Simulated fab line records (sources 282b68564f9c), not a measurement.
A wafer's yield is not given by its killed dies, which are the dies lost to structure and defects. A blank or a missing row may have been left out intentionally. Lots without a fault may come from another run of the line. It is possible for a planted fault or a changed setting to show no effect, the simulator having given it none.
Split-lot experiment || flow rit-cmos || route with 202 steps; 5 lots, 23 wafers read

ABOUT THE SPLIT
At RIT_GATE_DEVELOP_15 (develop time 50 s), the setting dev-temp-c was moved away from the recipe's 23 C on 5 of the 23 wafers read, by +7.7% to +13.7%. The other wafers ran this setting at the recipe's value.

FROM THE SPLIT TO THE READING: what the file shows between them, 3 steps
- RIT_NLDD_IMPLANT_08 (also split here: dose-cm2)
- RIT_PLDD_IMPLANT_08 (also split here: energy-kev)
- RIT_NSD_IMPLANT_08 (also split here: dose-cm2)

THE READING
etest.nmos_0p15.drive-ua-um (the simulator's own value, which no gauge read), at RIT_M1_PROBE_99. The file does not state a usual value for it. Across the 18 wafers here that went through the recipe, the average is 461.7 and the standard deviation 16.

{"wafer": "L075.1", "tool, chamber at the split": "litho-track-01, 0", "dev-temp-c as run, C": 23, "against the recipe": "recipe", "etest.nmos_0p15.drive-ua-um": 472.8, "against lot-mates on the recipe": "-"}
{"wafer": "L075.3", "tool, chamber at the split": "litho-track-01, 0", "dev-temp-c as run, C": 24.78, "against the recipe": "+7.7%", "etest.nmos_0p15.drive-ua-um": 429.9, "against lot-mates on the recipe": -40.5}
{"wafer": "L075.4", "tool, chamber at the split": "litho-track-01, 0", "dev-temp-c as run, C": 24.78, "against the recipe": "+7.7%", "etest.nmos_0p15.drive-ua-um": 441.4, "against lot-mates on the recipe": -29.0}
{"wafer": "L075.5", "tool, chamber at the split": "litho-track-01, 0", "dev-temp-c as run, C": 23, "against the recipe": "recipe", "etest.nmos_0p15.drive-ua-um": 467.9, "against lot-mates on the recipe": "-"}
{"wafer": "L075.6", "tool, chamber at the split": "litho-track-01, 0", "dev-temp-c as run, C": 24.78, "against the recipe": "+7.7%", "etest.nmos_0p15.drive-ua-um": 445.4, "against lot-mates on the recipe": -25.0}
{"wafer": "L076.1", "tool, chamber at the split": "litho-track-01, 0", "dev-temp-c as run, C": 26.15, "against the recipe": "+13.7%", "etest.nmos_0p15.drive-ua-um": 402.5, "against lot-mates on the recipe": -53.3}
{"wafer": "L076.2", "tool, chamber at the split": "litho-track-01, 0", "dev-temp-c as run, C": 23, "against the recipe": "recipe", "etest.nmos_0p15.drive-ua-um": 448.5, "against lot-mates on the recipe": "-"}
{"wafer": "L076.3", "tool, chamber at the split": "litho-track-01, 0", "dev-temp-c as run, C": 26.15, "against the recipe": "+13.7%", "etest.nmos_0p15.drive-ua-um": 378.1, "against lot-mates on the recipe": -77.7}
{"wafer": "L076.4", "tool, chamber at the split": "litho-track-01, 0", "dev-temp-c as run, C": 23, "against the recipe": "recipe", "etest.nmos_0p15.drive-ua-um": 478, "against lot-mates on the recipe": "-"}
{"wafer": "L076.5", "tool, chamber at the split": "litho-track-01, 0", "dev-temp-c as run, C": 23, "against the recipe": "recipe", "etest.nmos_0p15.drive-ua-um": 440.9, "against lot-mates on the recipe": "-"}
{"wafer": "L077.1", "tool, chamber at the split": "litho-track-04, 0", "dev-temp-c as run, C": 23, "against the recipe": "recipe", "etest.nmos_0p15.drive-ua-um": 480.5, "against lot-mates on the recipe": "-"}
{"wafer": "L077.2", "tool, chamber at the split": "litho-track-04, 0", "dev-temp-c as run, C": 23, "against the recipe": "recipe", "etest.nmos_0p15.drive-ua-um": 486.2, "against lot-mates on the recipe": "-"}
{"wafer": "L077.3", "tool, chamber at the split": "litho-track-04, 0", "dev-temp-c as run, C": 23, "against the recipe": "recipe", "etest.nmos_0p15.drive-ua-um": 488.2, "against lot-mates on the recipe": "-"}
{"wafer": "L077.5", "tool, chamber at the split": "litho-track-04, 0", "dev-temp-c as run, C": 23, "against the recipe": "recipe", "etest.nmos_0p15.drive-ua-um": 473.9, "against lot-mates on the recipe": "-"}
{"wafer": "L077.6", "tool, chamber at the split": "litho-track-04, 0", "dev-temp-c as run, C": 23, "against the recipe": "recipe", "etest.nmos_0p15.drive-ua-um": 467.5, "against lot-mates on the recipe": "-"}
{"wafer": "L082.2", "tool, chamber at the split": "litho-track-02, 0", "dev-temp-c as run, C": 23, "against the recipe": "recipe", "etest.nmos_0p15.drive-ua-um": 454.5, "against lot-mates on the recipe": "-"}
{"wafer": "L082.5", "tool, chamber at the split": "litho-track-02, 0", "dev-temp-c as run, C": 23, "against the recipe": "recipe", "etest.nmos_0p15.drive-ua-um": 460, "against lot-mates on the recipe": "-"}
{"wafer": "L082.6", "tool, chamber at the split": "litho-track-02, 0", "dev-temp-c as run, C": 23, "against the recipe": "recipe", "etest.nmos_0p15.drive-ua-um": 470.1, "against lot-mates on the recipe": "-"}
{"wafer": "L085.1", "tool, chamber at the split": "litho-track-02, 0", "dev-temp-c as run, C": 23, "against the recipe": "recipe", "etest.nmos_0p15.drive-ua-um": 445.5, "against lot-mates on the recipe": "-"}
{"wafer": "L085.2", "tool, chamber at the split": "litho-track-02, 0", "dev-temp-c as run, C": 23, "against the recipe": "recipe", "etest.nmos_0p15.drive-ua-um": 437.9, "against lot-mates on the recipe": "-"}
{"wafer": "L085.4", "tool, chamber at the split": "litho-track-02, 0", "dev-temp-c as run, C": 23, "against the recipe": "recipe", "etest.nmos_0p15.drive-ua-um": 459.6, "against lot-mates on the recipe": "-"}
{"wafer": "L085.5", "tool, chamber at the split": "litho-track-02, 0", "dev-temp-c as run, C": 23, "against the recipe": "recipe", "etest.nmos_0p15.drive-ua-um": 441, "against lot-mates on the recipe": "-"}
{"wafer": "L085.6", "tool, chamber at the split": "litho-track-02, 0", "dev-temp-c as run, C": 23, "against the recipe": "recipe", "etest.nmos_0p15.drive-ua-um": 436.9, "against lot-mates on the recipe": "-"}

FIT RESULTS
A straight line over all 23 wafers: etest.nmos_0p15.drive-ua-um changes by -4.55 for each +1% of dev-temp-c; r = -0.78; the points scatter about the line by 17.
The same after taking each lot's own level away (the mean of its wafers on the recipe; 23 wafers): -4.57 for each +1%; r = -0.91; scatter 9.8.
On that fit, the largest move of dev-temp-c shifts the reading by 63.
Across the lots, their own levels run from 444.18 to 479.26, a range of 2.1 times the standard deviation given above.
So the lot-to-lot level blurs the effect unless lot-mates are compared.
Check: with one of the wafers moved furthest among these (+13.7%) left out of the fit, the line predicts -67.1 for it against its lot-mates. Against them it came out at -53.3.

FURTHER SPLITS ON THESE WAFERS
Other splits were also applied to these wafers ahead of the reading. Each is held against what the fit with the lots' levels taken away leaves over:
{"other split on the same wafers": "RIT_ACTIVE_COAT_06 resist-thk-nm", "wafers away from the commonest value": 8, "r with etest.nmos_0p15.drive-ua-um (lot level and that fit taken away)": -0.02}
{"other split on the same wafers": "RIT_FOX1_OXIDATION_00 temp-c", "wafers away from the commonest value": 15, "r with etest.nmos_0p15.drive-ua-um (lot level and that fit taken away)": -0.06}
{"other split on the same wafers": "RIT_NWELL_COAT_01 spin-rpm", "wafers away from the commonest value": 10, "r with etest.nmos_0p15.drive-ua-um (lot level and that fit taken away)": -0.08}
{"other split on the same wafers": "RIT_NWELL_HARDBAKE_07 temp-c", "wafers away from the commonest value": 12, "r with etest.nmos_0p15.drive-ua-um (lot level and that fit taken away)": "+0.14"}
{"other split on the same wafers": "RIT_NWELL_IMPLANT_08 energy-kev", "wafers away from the commonest value": 6, "r with etest.nmos_0p15.drive-ua-um (lot level and that fit taken away)": "+0.11"}
{"other split on the same wafers": "RIT_NRETRO_IMPLANT_08 energy-kev", "wafers away from the commonest value": 8, "r with etest.nmos_0p15.drive-ua-um (lot level and that fit taken away)": "+0.03"}
{"other split on the same wafers": "RIT_PRETRO_COAT_01 spin-rpm", "wafers away from the commonest value": 9, "r with etest.nmos_0p15.drive-ua-um (lot level and that fit taken away)": "+0.16"}
{"other split on the same wafers": "RIT_PRETRO_IMPLANT_08 dose-cm2", "wafers away from the commonest value": 8, "r with etest.nmos_0p15.drive-ua-um (lot level and that fit taken away)": -0.25}
{"other split on the same wafers": "RIT_GATE_COAT_11 spin-rpm", "wafers away from the commonest value": 10, "r with etest.nmos_0p15.drive-ua-um (lot level and that fit taken away)": "+0.60"}
{"other split on the same wafers": "RIT_NLDD_IMPLANT_08 dose-cm2", "wafers away from the commonest value": 8, "r with etest.nmos_0p15.drive-ua-um (lot level and that fit taken away)": -0.17}
{"other split on the same wafers": "RIT_PLDD_IMPLANT_08 energy-kev", "wafers away from the commonest value": 6, "r with etest.nmos_0p15.drive-ua-um (lot level and that fit taken away)": -0.10}
{"other split on the same wafers": "RIT_NSD_IMPLANT_08 dose-cm2", "wafers away from the commonest value": 8, "r with etest.nmos_0p15.drive-ua-um (lot level and that fit taken away)": "+0.24"}

THE WHOLE CHAIN: every reading that the file lists as answering this split, in the file's order
{"step": "RIT_M1_PROBE_99", "what it does": "", "reading": "etest.pmos_0p3.r-on-ohm-um (the simulator's own value, which no gauge read)", "change (the file's fit)": "+34.8 for each +1% of the setting", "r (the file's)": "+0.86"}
{"step": "RIT_M1_PROBE_99", "what it does": "", "reading": "etest.nmos_0p15.drive-ua-um (the simulator's own value, which no gauge read)", "change (the file's fit)": "-4.61 for each +1% of the setting", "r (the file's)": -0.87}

THE FILE'S OWN FIT
etest.nmos_0p15.drive-ua-um changes by -4.61 for each +1% of dev-temp-c, r = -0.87.
